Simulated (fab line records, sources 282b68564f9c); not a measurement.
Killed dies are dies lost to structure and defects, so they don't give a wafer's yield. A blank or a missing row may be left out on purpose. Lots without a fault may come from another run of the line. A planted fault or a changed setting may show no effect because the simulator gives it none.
fab line records | flow rit_cmos
record lots=12 wafers=36 last_day=8
route steps=202 shown ACTIVE@7 NWELL@51 PWELL@52 NLDD@113 M1@202
lots that met no fault: from a run of the same line without faults
start_h: hours from the record's first day to the start of the lot's first wafer shown | wait_h: hours since the lot's step before | " the same as in the row above | L1.1+2: a row that stands for several wafers | - no value, or no start given | * or withheld: withheld | < > ~ a bound
route shown NAME@n: a module of which the file shows steps, and the number in the route of the first | usual: mean/standard deviation of fault-free wafers | same: alike in all rows | chamber/n: place in a boat | sites: the reading at each site | _std_site: their standard deviation | _edge_site: outer sites' mean less inner sites' | radius_mm: how far each site lies from the wafer's centre | mask NAME#n: copy n | behind: the tool/chamber that last shaped the wafer | hold: why the lot was held/for how many hours/how that ended | device: the transistor (n, p or np) that didn't switch | end of line: the same wafers' tests at the end of the route | a step without rows: its recipe alone | killed: dies lost to structure and defects at the first sort, not the wafer's yield | map: a wafer's dies, x killed, . not, _ none there
set.NAME: the setting as run; set.NAME@STEP: as run at that earlier step | model.NAME: the simulator's own value behind a step, which no gauge read
steps of the route over a sample of lots; a table a step, a row a wafer
## steps
# step RIT_ACTIVE_COAT_06
# recipe resist=NOVOLAK spin_rpm=3250 resist_thk_nm=1000
# usual spin_speed_rpm=3250.1/2.4
# columns lot.wafer tool chamber start_h wait_h spin_speed_rpm
L993.1 litho_track-01 0 16.19 0.1 3251.0
L993.5 " 0 " " 3249.6
L993.6 " 0 " " 3250.4
L994.1 litho_track-02 0 19.53 0.1 3253.0
L994.3 " 0 " " 3248.2
L994.5 " 0 " " 3252.7
L995.2 litho_track-02 0 23.77 0.1 3250.5
L995.3 " 0 " " 3247.7
L995.6 " 0 " " 3253.1
L996.4 litho_track-03 0 28.82 0.1 3249.5
L996.5 " 0 " " 3250.0
L996.6 " 0 " " 3248.6
L997.2 litho_track-02 0 34.75 0.1 3251.4
L997.5 " 0 " " 3253.2
L997.6 " 0 " " 3252.6
L998.2 litho_track-03 0 38.80 0.1 3249.4
L998.4 " 0 " " 3247.3
L998.6 " 0 " " 3249.4
L999.3 litho_track-02 0 44.57 0.1 3252.0
L999.4 " 0 " " 3248.1
L999.6 " 0 " " 3248.7
L100.1 litho_track-03 0 50.58 0.1 3252.5
L100.2 " 0 " " 3247.7
L100.3 " 0 " " 3245.0
L106.1 litho_track-01 0 79.35 0.1 2733.7
L106.3 " 0 " " 2734.5
L106.5 " 0 " " 2735.4
L107.2 litho_track-01 0 84.84 0.1 2735.8
L107.3 " 0 " " 2737.8
L107.4 " 0 " " 2738.2
L108.2 litho_track-01 0 89.24 0.1 2737.6
L108.4 " 0 " " 2736.3
L108.5 " 0 " " 2733.6
L113.1 litho_track-03 0 117.04 0.1 3251.9
L113.3 " 0 " " 3254.7
L113.5 " 0 " " 3254.1
# step RIT_ACTIVE_CD_MEAS_11
# recipe target_cd_nm=1400
# usual cd_nm=1399.4/2.3
# columns lot.wafer tool chamber start_h wait_h hold cd_nm
L993.1 cd_sem-02 - 17.02 - - 1396.1
L993.5 " - " " - 1397.1
L993.6 " - " " - 1398.0
L994.1 cd_sem-02 - 20.32 - - 1397.2
L994.3 " - " " - 1397.6
L994.5 " - " " - 1399.3
L995.2 cd_sem-01 - 24.49 - - 1400.9
L995.3 " - " " - 1401.5
L995.6 " - " " - 1401.7
L996.4 cd_sem-01 - 29.50 - - 1401.6
L996.5 " - " " - 1404.5
L996.6 " - " " - 1404.2
L997.2 cd_sem-01 - 35.44 - - 1402.5
L997.5 " - " " - 1402.3
L997.6 " - " " - 1402.6
L998.2 cd_sem-01 - 39.62 - - 1400.4
L998.4 " - " " - 1399.6
L998.6 " - " " - 1400.5
L999.3 cd_sem-02 - 45.26 - - 1402.4
L999.4 " - " " - 1403.5
L999.6 " - " " - 1401.5
L100.1 cd_sem-02 - 51.40 - - 1399.3
L100.2 " - " " - 1398.5
L100.3 " - " " - 1397.0
L106.1 cd_sem-01 - 80.23 - - 1406.4
L106.3 " - " " - 1405.8
L106.5 " - " " - 1407.3
L107.2 cd_sem-02 - 85.66 - await_dispo/0.2h/release 1413.4
L107.3 " - " " await_dispo/0.2h/release 1409.8
L107.4 " - " " await_dispo/0.2h/release 1410.2
L107.2 cd_sem-02 - 85.94 0.3 - 1413.7
L107.3 " - " " - 1409.6
L107.4 " - " " - 1410.4
L108.2 cd_sem-02 - 89.93 - - 1404.9
L108.4 " - " " - 1407.2
L108.5 " - " " - 1404.8
L113.1 cd_sem-02 - 117.74 - - 1398.9
L113.3 " - " " - 1396.5
L113.5 " - " " - 1399.4
# step RIT_WELLDRIVE_RS_MEAS_01
# recipe thk_meas_gauge=four-point-probe
# usual NWELL_RS=275.2/0.69
# columns lot.wafer tool chamber start_h wait_h NWELL_RS[ohm/sq]
L993.1 film_metro-02 - 30.13 0.0 275.2
L993.5 " - " " 275.6
L993.6 " - " " 275.7
L994.1 film_metro-04 - 33.45 0.0 274.3
L994.3 " - " " 274.6
L994.5 " - " " 275.8
L995.2 film_metro-03 - 40.58 0.0 274.6
L995.3 " - " " 275.7
L995.6 " - " " 275.1
L996.4 film_metro-04 - 45.70 0.1 275.3
L996.5 " - " " 275.1
L996.6 " - " " 275.2
L997.2 film_metro-04 - 51.06 0.0 274.1
L997.5 " - " " 275.0
L997.6 " - " " 275.1
L998.2 film_metro-03 - 56.35 0.0 275.5
L998.4 " - " " 275.5
L998.6 " - " " 274.5
L999.3 film_metro-03 - 60.40 0.0 274.2
L999.4 " - " " 275.3
L999.6 " - " " 275.2
L100.1 film_metro-03 - 65.57 0.0 275.6
L100.2 " - " " 275.5
L100.3 " - " " 274.0
L106.1 film_metro-04 - 97.69 0.0 274.1
L106.3 " - " " 274.6
L106.5 " - " " 274.9
L107.2 film_metro-04 - 107.04 0.0 275.5
L107.3 " - " " 275.2
L107.4 " - " " 275.2
L108.2 film_metro-04 - 110.18 0.0 274.9
L108.4 " - " " 275.3
L108.5 " - " " 275.4
L113.1 film_metro-04 - 144.86 0.0 276.3
L113.3 " - " " 275.2
L113.5 " - " " 274.8
# step RIT_WELLDRIVE_RS_MEAS_02
# recipe thk_meas_gauge=four-point-probe
# usual PWELL_RS=428.9/1.2
# columns lot.wafer tool chamber start_h wait_h PWELL_RS[ohm/sq]
L993.1 film_metro-02 - 30.25 0.1 430.5
L993.5 " - " " 430.9
L993.6 " - " " 431.6
L994.1 film_metro-04 - 33.57 0.1 428.6
L994.3 " - " " 428.8
L994.5 " - " " 427.5
L995.2 film_metro-03 - 40.70 0.1 427.3
L995.3 " - " " 425.7
L995.6 " - " " 426.7
L996.4 film_metro-04 - 45.82 0.1 427.5
L996.5 " - " " 428.8
L996.6 " - " " 429.3
L997.2 film_metro-04 - 51.18 0.1 428.9
L997.5 " - " " 428.5
L997.6 " - " " 427.2
L998.2 film_metro-03 - 56.47 0.1 427.7
L998.4 " - " " 430.8
L998.6 " - " " 427.9
L999.3 film_metro-03 - 60.52 0.1 429.1
L999.4 " - " " 429.9
L999.6 " - " " 429.3
L100.1 film_metro-03 - 65.69 0.1 428.4
L100.2 " - " " 428.8
L100.3 " - " " 428.1
L106.1 film_metro-04 - 97.81 0.1 430.7
L106.3 " - " " 430.7
L106.5 " - " " 429.5
L107.2 film_metro-04 - 107.16 0.1 429.1
L107.3 " - " " 428.4
L107.4 " - " " 428.3
L108.2 film_metro-04 - 110.30 0.1 428.9
L108.4 " - " " 428.1
L108.5 " - " " 430.1
L113.1 film_metro-04 - 144.98 0.1 428.1
L113.3 " - " " 427.9
L113.5 " - " " 428.4
# step RIT_NLDD_TW_MEAS_10
# usual NLDD_TW=2497/15
# columns lot.wafer tool chamber start_h wait_h NLDD_TW
L993.1 film_metro-03 - 43.75 0.1 2518
L993.5 " - " " 2513
L993.6 " - " " 2520
L994.1 film_metro-02 - 47.51 0.1 2485
L994.3 " - " " 2483
L994.5 " - " " 2481
L995.2 film_metro-01 - 58.26 0.1 2466
L995.3 " - " " 2458
L995.6 " - " " 2464
L996.4 film_metro-03 - 64.37 0.1 2495
L996.5 " - " " 2508
L996.6 " - " " 2505
L997.2 film_metro-01 - 69.41 0.1 2480
L997.5 " - " " 2481
L997.6 " - " " 2479
L998.2 film_metro-02 - 72.42 0.1 2493
L998.4 " - " " 2494
L998.6 " - " " 2510
L999.3 film_metro-02 - 78.11 0.1 2498
L999.4 " - " " 2491
L999.6 " - " " 2501
L100.1 film_metro-02 - 83.19 0.1 2498
L100.2 " - " " 2495
L100.3 " - " " 2507
L106.1 film_metro-03 - 114.13 0.1 2502
L106.3 " - " " 2491
L106.5 " - " " 2509
L107.2 film_metro-03 - 128.29 0.1 2504
L107.3 " - " " 2516
L107.4 " - " " 2488
L108.2 film_metro-01 - 128.53 0.1 2491
L108.4 " - " " 2494
L108.5 " - " " 2491
L113.1 film_metro-01 - 165.29 0.1 2498
L113.3 " - " " 2483
L113.5 " - " " 2472
# step RIT_M1_PROBE_99
# usual killed_at_contacts=0.1/0.24 killed_at_front_end=7/3.1 killed_dies=7/3.1 killed_on_rim=1.9/1.3 killed_open=3.3/1.9 killed_short=3.9/2.1
# same gross_dies=264 killed_at_M0_to_M3=0 killed_at_M4_up=0 killed_at_back_side=0 killed_at_other=0
# columns lot.wafer tool chamber start_h wait_h killed_at_contacts killed_at_front_end killed_dies killed_on_rim killed_open killed_short
L993.1 prober-01 - 58.97 0.1 0 8 8 5 5 3
L993.5 prober-01 - 59.17 0.2 0 8 8 1 6 2
L993.6 prober-01 - 59.22 0.2 0 9 9 3 3 6
L994.1 prober-02 - 63.35 0.1 0 14 14 5 2 12
L994.3 prober-02 - 63.45 0.2 0 4 4 1 1 3
L994.5 prober-02 - 63.55 0.2 0 7 7 1 2 4
L995.2 prober-01 - 73.33 0.1 0 5 5 2 2 3
L995.3 prober-01 - 73.38 0.2 0 5 5 0 2 3
L995.6 prober-01 - 73.53 0.2 0 12 12 3 7 5
L997.2 prober-01 - 85.44 0.1 0 10 10 2 4 6
L997.5 prober-01 - 85.59 0.2 0 3 3 1 2 1
L997.6 prober-01 - 85.64 0.2 0 6 6 2 4 2
L998.2 prober-02 - 88.62 0.1 0 6 6 2 4 2
L998.4 prober-02 - 88.72 0.2 0 4 4 2 2 2
L998.6 prober-02 - 88.82 0.2 0 4 4 2 1 3
L106.1 prober-02 - 128.92 0.1 0 7 7 3 4 3
L106.3 prober-02 - 129.02 0.2 0 3 3 2 1 2
L106.5 prober-02 - 129.12 0.2 0 6 6 0 2 4
L108.2 prober-01 - 143.76 0.1 0 13 13 3 8 5
L108.4 prober-01 - 143.86 0.2 0 10 10 2 5 5
L108.5 prober-01 - 143.91 0.2 0 10 10 4 4 6
L113.1 prober-01 - 180.41 0.1 1 6 7 2 3 4
L113.3 prober-01 - 180.51 0.2 1 7 8 1 3 5
L113.5 prober-01 - 180.61 0.2 0 6 6 1 4 2
# killed by level:class
L993.1 FOX1:geometric_particle:short=2 GATE:geometric_particle:open=2 FOX1:geometric_particle:open=1 REOX:geometric_particle:open=1 SPACER:geometric_particle:open=1 SPACER:geometric_particle:short=1
L993.5 GATE:geometric_particle:open=2 SPACER:geometric_particle:open=2 REOX:geometric_particle:open=1 REOX:geometric_particle:short=1 SPACER:geometric_particle:short=1 SILICIDE:geometric_particle:open=1
L993.6 SILICIDE:geometric_particle:short=3 GATE:geometric_particle:short=2 SPACER:geometric_particle:open=2 FOX2:geometric_particle:open=1 SPACER:geometric_particle:short=1
L994.1 REOX:geometric_particle:short=5 FOX2:geometric_particle:short=3 GATE:geometric_particle:short=3 GATE:geometric_particle:open=1 SPACER:geometric_particle:open=1 SPACER:geometric_particle:short=1
L994.3 SPACER:geometric_particle:short=2 GATE:geometric_particle:open=1 REOX:geometric_particle:short=1
L994.5 GATE:geometric_particle:short=2 SPACER:geometric_particle:open=2 FOX2:geometric_particle:short=1 SILICIDE:geometric_particle:short=1 PWELL:coat_microbubble_printed=1
L995.2 SILICIDE:geometric_particle:short=3 GATE:geometric_particle:open=1 SILICIDE:geometric_particle:open=1
L995.3 GATE:geometric_particle:open=2 GATE:geometric_particle:short=1 REOX:geometric_particle:short=1 SILICIDE:geometric_particle:short=1
L995.6 GATE:geometric_particle:open=3 SILICIDE:geometric_particle:open=3 SPACER:geometric_particle:short=2 SILICIDE:geometric_particle:short=2 GATE:geometric_particle:short=1 SPACER:geometric_particle:open=1
L997.2 GATE:geometric_particle:short=3 FOX1:geometric_particle:open=1 FOX2:geometric_particle:short=1 GATE:geometric_particle:open=1 REOX:geometric_particle:open=1 REOX:geometric_particle:short=1 SPACER:geometric_particle:open=1 SILICIDE:geometric_particle:short=1
L997.5 FOX2:geometric_particle:open=1 GATE:geometric_particle:short=1 SPACER:geometric_particle:open=1
L997.6 FOX1:geometric_particle:short=1 FOX1:geometric_particle:open=1 GATE:geometric_particle:short=1 GATE:geometric_particle:open=1 REOX:geometric_particle:open=1 SILICIDE:geometric_particle:open=1
L998.2 REOX:geometric_particle:open=2 FOX1:geometric_particle:short=1 FOX2:geometric_particle:open=1 GATE:geometric_particle:open=1 SILICIDE:geometric_particle:short=1
L998.4 GATE:geometric_particle:open=2 GATE:geometric_particle:short=1 SPACER:geometric_particle:short=1
L998.6 REOX:geometric_particle:short=2 GATE:geometric_particle:short=1 GATE:geometric_particle:open=1
L106.1 GATE:geometric_particle:open=3 GATE:geometric_particle:short=2 SPACER:geometric_particle:open=1 SPACER:geometric_particle:short=1
L106.3 FOX1:geometric_particle:short=2 SPACER:geometric_particle:open=1
L106.5 SILICIDE:geometric_particle:short=2 SILICIDE:geometric_particle:open=2 FOX1:geometric_particle:short=1 REOX:geometric_particle:short=1
L108.2 GATE:geometric_particle:open=4 REOX:geometric_particle:open=2 SILICIDE:geometric_particle:short=2 FOX1:geometric_particle:open=1 FOX1:geometric_particle:short=1 GATE:geometric_particle:short=1 REOX:geometric_particle:short=1 SPACER:geometric_particle:open=1
L108.4 GATE:geometric_particle:short=4 SILICIDE:geometric_particle:open=2 GATE:geometric_particle:open=1 REOX:geometric_particle:open=1 SPACER:geometric_particle:open=1 SPACER:geometric_particle:short=1
L108.5 GATE:geometric_particle:short=4 GATE:geometric_particle:open=2 REOX:geometric_particle:short=2 FOX1:geometric_particle:open=1 SILICIDE:geometric_particle:open=1
L113.1 FOX1:geometric_particle:short=1 FOX1:geometric_particle:open=1 GATE:geometric_particle:open=1 GATE:geometric_particle:short=1 SILICIDE:geometric_particle:open=1 SILICIDE:geometric_particle:short=1 CONTACT:geometric_particle:short=1
L113.3 GATE:geometric_particle:short=3 SPACER:geometric_particle:open=2 FOX1:geometric_particle:short=1 SILICIDE:geometric_particle:open=1 CONTACT:geometric_particle:short=1
L113.5 SPACER:geometric_particle:open=2 FOX1:geometric_particle:short=1 GATE:geometric_particle:open=1 SPACER:geometric_particle:short=1 SILICIDE:geometric_particle:open=1
## key
first_sign step=RIT_ACTIVE_COAT_06 reading=spin_speed_rpm direction=down sigmas=99+ usual=3250.1 struck=2735.9
effect step=RIT_ACTIVE_CD_MEAS_11 reading=cd_nm direction=up sigmas=3.7 usual=1399.4 struck=1407.8
met_at RIT_ACTIVE_COAT_06
struck_lots L106,L107,L108
tester_left_out L106,L107,L108
not_acting_at RIT_WELLDRIVE_RS_MEAS_01,RIT_WELLDRIVE_RS_MEAS_02,RIT_NLDD_TW_MEAS_10
onset_between 16.19 79.35
fault kind=process_parameter_drift tool=litho_track-01 chamber=- onset_h=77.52 steps=RIT_ACTIVE_COAT_06 channel=spin_rpm offset=-515.33 shape=step end_h=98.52 acts_in=these_recipes_only stated=3250
# tester_left_out: of these lots the tester's yield and bins aren't shown, on N5 and GAA mostly nor the transistor test; their killed dies are dies lost to structure and defects alone, not to doping, threshold or leakage, so they don't give the yield
